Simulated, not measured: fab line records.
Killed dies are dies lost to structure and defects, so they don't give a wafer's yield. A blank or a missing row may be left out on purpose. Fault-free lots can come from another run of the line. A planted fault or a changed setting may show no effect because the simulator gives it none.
A lot that was struck, set against a sound lot / flow berkeleyCmos170 / 14 steps out of a route of 331
Sound: wafers L750.1, L750.4, L750.5. The struck wafers were L745.3, L745.4, L745.5. The cause comes at the end.
Order at every step that has rows: each side's tool, ch and its chambers, its first start. Under that, the readings that differ: sound wafers / struck wafers / difference of the means / sigmas: that difference in standard deviations of wafers without a fault.
alike: same words and numbers on both sides, and readings whose means sit less than 2 such deviations apart. not compared: any withheld reading, any reading some wafer has no value for, any bound like >300 that may hide the same value, and any number with overlapping values for which the record gives no deviation.
A row with sigmas, a row that says differs or no value, or rows on one side alone: a step with any of these is where the two part. Numbers that don't overlap but have no deviation are shown without sigmas and don't part them. A reading that every wafer of one side lacks parts them only if that side has two wafers or more.

first, 1 step without rows for these wafers: UCB170_PLDD_DEVELOP_05 (develop time 45 s).
UCB170_PLDD_CD_MEAS_06 targets a cd of 1200 nm.
  sound: cdSem-02 at day 11 14:02; struck: cdSem-02 at day 10 17:38
  alike: cdNm
UCB170_PLDD_OVL_MEAS_07:
  sound: overlay-01 at day 11 14:10; struck: overlay-02 at day 10 17:44
  alike: PLDD_OVL
then, 2 steps without rows for these wafers: UCB170_PLDD_IMPLANT_08; UCB170_PLDD_IMPLANT_09.
UCB170_PLDD_STRIP_10: strips in O2.
  sound on plasmaAsher-02 ch 0,1, day 11 14:30; struck on plasmaAsher-03 ch 0,1, day 10 18:05
reading=drypumpMotorCurrentA (A); sound=4.8 4.8 5.4; struck=6.3 6.6 6.6; difference=+1.5; sigmas=+3
  alike: o2FlowSccm, oesProductAu, stripTimeToEndpointS
  not compared: rfHoursCounterH
UCB170_PLDD_TW_MEAS_11:
  sound: filmMetro-03 at day 11 14:36; struck: filmMetro-01 at day 10 18:10
  alike: PLDD_TW
then, 5 steps without rows for these wafers: UCB170_PLDD_CLEAN_12 (cleans in SPM, time 600 s); UCB170_NLDD_HMDS_00 (prime time 60 s); UCB170_NLDD_COAT_01 (resist thk 900 nm); UCB170_NLDD_SOFTBAKE_02 (time 60 s); UCB170_NLDD_EXPOSE_03 (exposes mask NSELECT, target cd 1200 nm).
UCB170_NLDD_PEB_04:
  struck on lithoTrack-02, day 10 19:10; sound on lithoTrack-03 ch 0, day 11 16:20
  no value came back on the struck wafers for any of 5 readings (chillPlateTempC (C), exhaustPa (Pa) and others); on the sound wafers chillPlateTempC (C) reads 23.02 23.16 23.06
then, 1 step without rows for these wafers: UCB170_NLDD_DEVELOP_05 (develop time 45 s).

WHERE THEY PART
Earliest at UCB170_PLDD_STRIP_10; latest, in this record, at UCB170_NLDD_PEB_04.

WHY: what had been put in by the simulator
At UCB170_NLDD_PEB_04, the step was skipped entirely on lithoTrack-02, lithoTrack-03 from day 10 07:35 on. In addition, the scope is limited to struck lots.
